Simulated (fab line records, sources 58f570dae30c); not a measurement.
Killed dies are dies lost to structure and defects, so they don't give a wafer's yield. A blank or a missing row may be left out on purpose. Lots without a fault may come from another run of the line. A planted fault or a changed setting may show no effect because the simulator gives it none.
Problem report in the 8D (eight disciplines) form, filled by code | flow berkeley_cmos170 | the parts of the form that need people (team, actions taken, sign-off) are left out

1. THE PROBLEM
exposure_dose_mJ_cm2 at UCB170_M2_EXPOSE_12 reads a mean of 26.40 on 9 wafers of 3 lots; wafers without a fault read 25.99 with a standard deviation of 0.033. That is +12 standard deviations from the usual mean.
The step: exposes mask METAL2, target cd 700 nm.
First seen on wafer L748.1, day 13 02:01, on krf_scanner-02. The record holds 45 wafers of 15 lots with a number at this step. Rule for "out", or "out of limits": more than 4 standard deviations from the usual mean. The other wafers with a number count as sound.

2. WHAT IT IS AND WHAT IT IS NOT
question                    | is                     | is not
which readings at this step | exposure_dose_mJ_cm2   | -
which lots                  | L748, L750, L753       | L733, L734, L736, L737, L739, L740, L741, L742, L744, L746, L747, L749
which wafers of those lots  | all that have a number | -
read on which tools         | krf_scanner-02         | krf_scanner-01
when                        | from day 13 02:01      | up to then (36 sound wafers)

3. SUSPECTS, AND WHAT RULES EACH OUT
Counting: a tool at a process step up to the reading stays a suspect if it ran every lot that is out and no sound lot after the first of them.
- krf_scanner-02 at UCB170_M2_EXPOSE_12 (exposes mask METAL2, target cd 700 nm): kept. It ran every lot that is out, first L748 (day 13 02:01), and no sound lot after that; its last sound lot up to then is L739 (day 10 14:48). Its own readings are out on those wafers: exposure_dose_mJ_cm2.
Left after counting: krf_scanner-02 at UCB170_M2_EXPOSE_12.

4. THE CAUSE (what the simulator had put in)
Process parameter drift: krf_scanner-02, from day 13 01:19 on, at UCB170_M2_EXPOSE_12. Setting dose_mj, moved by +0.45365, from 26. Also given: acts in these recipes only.
Counting left only this tool.

5. THE CHAIN OF EFFECTS, in route order
Each row: a reading whose mean over the struck wafers that have a number lies more than 3 standard deviations from the usual. Only readings for which the record gives a usual standard deviation are gone through. hours: the time from each lot's start at the first step in this table that gives one to its start at this step, as a median over the lots. sigmas: the change in usual standard deviations.
hours | step                | reading              | usual | on struck wafers | change | sigmas
0     | UCB170_M2_EXPOSE_12 | exposure_dose_mJ_cm2 | 25.99 | 26.40            | +0.41  | +12
The process steps in it:
- UCB170_M2_EXPOSE_12: exposes mask METAL2, target cd 700 nm.

6. WHAT WOULD HAVE CAUGHT IT SOONER
In this record the first reading out of limits was taken at day 13 02:01, 1 hour after the fault began at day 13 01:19.
